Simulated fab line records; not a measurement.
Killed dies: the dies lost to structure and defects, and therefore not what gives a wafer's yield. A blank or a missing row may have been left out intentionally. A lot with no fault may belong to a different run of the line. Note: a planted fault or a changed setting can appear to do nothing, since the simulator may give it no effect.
A struck lot beside a sound one :: flow berkeley cmos170 :: 15 out of 331 route steps
Sound: the wafers L578.1, L578.3, L578.5. Wafers L598.1, L598.3, L598.5 were the ones struck. The cause is given at the end.
For every step that has rows: the tool of each side, followed by ch and its chambers, followed by its first start. Under that, the readings that differ: sound wafers :: struck wafers :: difference of the means :: sigmas: that difference in standard deviations of wafers without a fault.
alike: words and numbers the same on both sides, and readings whose means are apart by under 2 such deviations; not compared: readings that were withheld, readings missing a value for some wafer, numbers with overlapping values and no deviation given by the record, and bounds like >300 which may hide the same value.
Wherever a step has rows on one side only, a row that says differs or no value, or a row with sigmas, the two part there. Numbers that don't overlap but have no deviation are shown without sigmas and don't part them. Lack of a reading on every wafer of one side parts them only where that side has two or more wafers.

first, 2 steps without rows for these wafers: UCB170_GATE_ANNEAL_03 (time 1800 s); UCB170_GATE_CVD_04 (deposits poly-Si from SiH4, time 1440 s, target thk 214 nm).
UCB170_GATE_THK_MEAS_05:
  sound: film metro-02 at day 7 10:56; struck: film metro-02 at day 11 18:12
  alike: GATE_POLY_THK
then, 6 steps without rows for these wafers: UCB170_GATE_COAT_06; UCB170_GATE_COAT_07 (resist thk 900 nm); UCB170_GATE_SOFTBAKE_08 (time 60 s); UCB170_GATE_EXPOSE_09 (exposes mask POLY, target cd 350 nm); UCB170_GATE_PEB_10; UCB170_GATE_DEVELOP_11 (develop time 45 s).
UCB170_GATE_CD_MEAS_12: the cd target is 350 nm.
  sound: cd sem-01 at day 7 12:22; struck: cd sem-01 at day 11 19:14
  alike: cd nm
UCB170_GATE_OVL_MEAS_13:
  sound: overlay-01 at day 7 12:29; struck: overlay-02 at day 11 19:21
  alike: GATE_OVL
UCB170_GATE_ETCH_14: etches BARC in N2/H2.
  sound on rie diel-01 ch 1,2, day 7 12:32; struck on rie diel-01 ch 1,2,3, day 11 19:23
  alike: drypump motor current A, h2 flow sccm, oes product au, throttle valve pct
UCB170_GATE_ETCH_15: etches poly-Si in HBr/Cl2, stops on SiO2, time 56.3 s, target depth 278.2 nm.
  sound on rie si-02 ch 0,2, day 7 12:34; struck on rie si-02 ch 0,1,2, day 11 19:26
reading: oes product au (a.u.)
sound: 0.830 0.819 0.827
struck: 0.945 0.951 0.964
difference: +0.128
sigmas: +13

reading: over etch frac
sound: 0.3 0.3 0.3
struck: 0.06 0.06 0.06
difference: -0.24
sigmas: 

reading: model.KrF_of_GATE_COAT_07.thk nm (nm)
sound: 773.9 773.6 773.5
struck: 801.7 796.7 800.1
difference: +25.8
sigmas: 
  alike: drypump motor current A, throttle valve pct
  not compared: rf hours counter h
UCB170_GATE_STRIP_16: strips in O2.
  sound on plasma asher-04 ch 0,1, day 7 12:37; struck on plasma asher-01 ch 1, day 11 19:29
  alike: drypump motor current A, oes product au
  not compared: rf hours counter h
UCB170_M3_PROBE_99:
  sound: prober-02 at day 9 06:43; struck: prober-02 at day 13 09:56
reading: model.etest.pldd.rs ohm sq
sound: 1111 1055 1126
struck: 1184 1155 1192
difference: +80
sigmas: 
  not compared: model.etest.nldd.rs ohm sq, model.etest.poly comb over steps.leak log10 a um, model.etest.poly comb over steps.over limit

WHERE THEY PART
Within this record, at UCB170_GATE_ETCH_15 only. Later steps at which nothing parts them and some readings are alike: UCB170_GATE_STRIP_16.

WHY: what had been put in by the simulator
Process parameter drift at UCB170_GATE_ETCH_15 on rie si-02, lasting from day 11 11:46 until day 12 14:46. Setting over etch frac, moved by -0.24, from 0.3.
